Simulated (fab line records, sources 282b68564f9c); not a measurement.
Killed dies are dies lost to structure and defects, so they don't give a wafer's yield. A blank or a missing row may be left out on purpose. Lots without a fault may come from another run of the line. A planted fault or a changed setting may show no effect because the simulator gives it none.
A struck lot beside a sound one | flow rit_cmos | 27 steps out of a route of 202
Sound: wafers L604.1, L604.4, L604.5. Struck: wafer L613.3. The cause comes at the end.
At each step with rows: each side's tool, then ch and its chambers, then its first start. Under that, the readings that differ: sound wafers | struck wafers | difference of the means | sigmas: that difference in standard deviations of wafers without a fault.
alike: readings whose means differ by less than 2 such deviations, and words and numbers that are the same on both sides. not compared: withheld readings, readings that some wafer has no value for, bounds like >300 that may hide the same value, and numbers for which the record gives no deviation and whose values overlap.
The two part at a step that has a row with sigmas, a row that says differs or no value, or rows on one side only. Numbers that don't overlap but have no deviation are shown without sigmas and don't part them. A reading that every wafer of one side lacks parts them only if that side has two wafers or more.

first, 4 steps without rows for these wafers: RIT_CONTACT_SOFTBAKE_04 (time 60 s); RIT_CONTACT_EXPOSE_05 (exposes mask M11, target cd 1000 nm); RIT_CONTACT_PEB_06; RIT_CONTACT_DEVELOP_07 (develop time 120 s).
RIT_CONTACT_CD_MEAS_08: target cd 1000 nm.
  sound on cd_sem-02, day 6 01:59; struck on cd_sem-02, day 7 18:52
  alike: cd_nm
RIT_CONTACT_OVL_MEAS_09:
  sound on overlay-02, day 6 02:07; struck on overlay-01, day 7 18:58
  alike: CONTACT_OVL
then, 1 step without rows for these wafers: RIT_CONTACT_HARDBAKE_10 (time 60 s).
RIT_CONTACT_ETCH_11: etches SiO2 in CHF3/CF4/Ar, stops on TiSi2, target depth 480 nm, time 320 s.
  sound on rie_diel-04 ch 0,2,3, day 6 02:18; struck on rie_diel-04 ch 0, day 7 19:08
  alike: drypump_motor_current_A, oes_product_au, throttle_valve_pct
  not compared: rf_hours_counter_h
RIT_CONTACT_STRIP_12: strips in O2, time 180 s.
  sound on plasma_asher-02 ch 0,1, day 6 02:29; struck on plasma_asher-04 ch 0, day 7 19:23
  alike: drypump_motor_current_A
  not compared: rf_hours_counter_h
RIT_CONTACT_CD_MEAS_90: target cd 1000 nm.
  sound on cd_sem-01, day 6 02:40; struck on cd_sem-02, day 7 19:32
  alike: cd_nm
then, 2 steps without rows for these wafers: RIT_CONTACT_CLEAN_13 (cleans in SC1, time 611.7 s); RIT_CONTACT_CLEAN_14 (cleans in SC2, time 600 s).
RIT_M1_SPUTTER_00: material Al, target thk 400 nm, time 500 s.
  sound on pvd_sputter-02, day 6 03:08; struck on pvd_sputter-02, day 7 19:58
  reading                               | sound           | struck | difference | sigmas
  model.Al_of_M1_SPUTTER_00.thk_nm (nm) | 394 396.5 393.8 | 410.9  | +16.1      |
  alike: chamber_pressure_pa, throttle_valve_pct
RIT_M1_RS_MEAS_01: measures by four-point-probe.
  sound on film_metro-02, day 6 03:26; struck on film_metro-02, day 7 20:19
  reading           | sound                | struck | difference | sigmas
  M1_AL_RS (ohm/sq) | 0.0744 0.0739 0.0745 | 0.0714 | -0.0029    | -4
RIT_M1_THK_MEAS_02: measures by xrf.
  sound on film_metro-02, day 6 03:33; struck on film_metro-02, day 7 20:25
  reading        | sound       | struck | difference | sigmas
  M1_AL_THK (nm) | 393 396 393 | 408    | +14        | +3
then, 6 steps without rows for these wafers: RIT_M1_HMDS_03 (prime time 60 s); RIT_M1_COAT_04 (resist thk 1300 nm); RIT_M1_SOFTBAKE_05 (time 60 s); RIT_M1_EXPOSE_06 (exposes mask M12, target cd 2600 nm); RIT_M1_PEB_07; RIT_M1_DEVELOP_08 (develop time 68 s).
RIT_M1_CD_MEAS_09: target cd 2600 nm.
  sound on cd_sem-02, day 6 04:40; struck on cd_sem-02, day 7 21:22
  alike: cd_nm
RIT_M1_OVL_MEAS_10:
  sound on overlay-02, day 6 04:47; struck on overlay-01, day 7 21:28
  alike: M1_OVL
then, 1 step without rows for these wafers: RIT_M1_HARDBAKE_11 (time 120 s).
RIT_M1_METAL_ETCH_12: etches Al in Cl2/BCl3, stops on SiO2, time 165 s, target depth 600 nm.
  sound on rie_metal-02 ch 0, day 6 05:05; struck on rie_metal-02 ch 0, day 7 22:02
  reading                        | sound             | struck | difference | sigmas
  oes_product_au (a.u.)          | 0.777 0.769 0.765 | 0.798  | +0.028     | +3
  model.etch.depth_nm (nm)       | 394 396.5 393.8   | 410.9  | +16.1      |
  model.M1.feature_depth_nm (nm) | 427 429.4 426.7   | 443.8  | +16.1      |
  alike: drypump_motor_current_A, throttle_valve_pct
  not compared: rf_hours_counter_h
then, 1 step without rows for these wafers: RIT_M1_STRIP_13 (strips in nmp, time 600 s).
RIT_M1_PROBE_99:
  sound on prober-02, day 6 07:31; struck on prober-02, day 8 00:20
  reading                  | sound                   | struck  | difference | sigmas
  model.etest.m1.rs_ohm_sq | 0.07371 0.07278 0.07384 | 0.07039 | -0.00305   |
  alike: killed_at_contacts, killed_at_front_end, killed_dies, killed_open, killed_short

WHERE THEY PART
First at RIT_M1_RS_MEAS_01; last, within this record, at RIT_M1_METAL_ETCH_12. Later steps at which nothing parts them and some readings are alike: RIT_M1_PROBE_99.

WHY: what the simulator had put in
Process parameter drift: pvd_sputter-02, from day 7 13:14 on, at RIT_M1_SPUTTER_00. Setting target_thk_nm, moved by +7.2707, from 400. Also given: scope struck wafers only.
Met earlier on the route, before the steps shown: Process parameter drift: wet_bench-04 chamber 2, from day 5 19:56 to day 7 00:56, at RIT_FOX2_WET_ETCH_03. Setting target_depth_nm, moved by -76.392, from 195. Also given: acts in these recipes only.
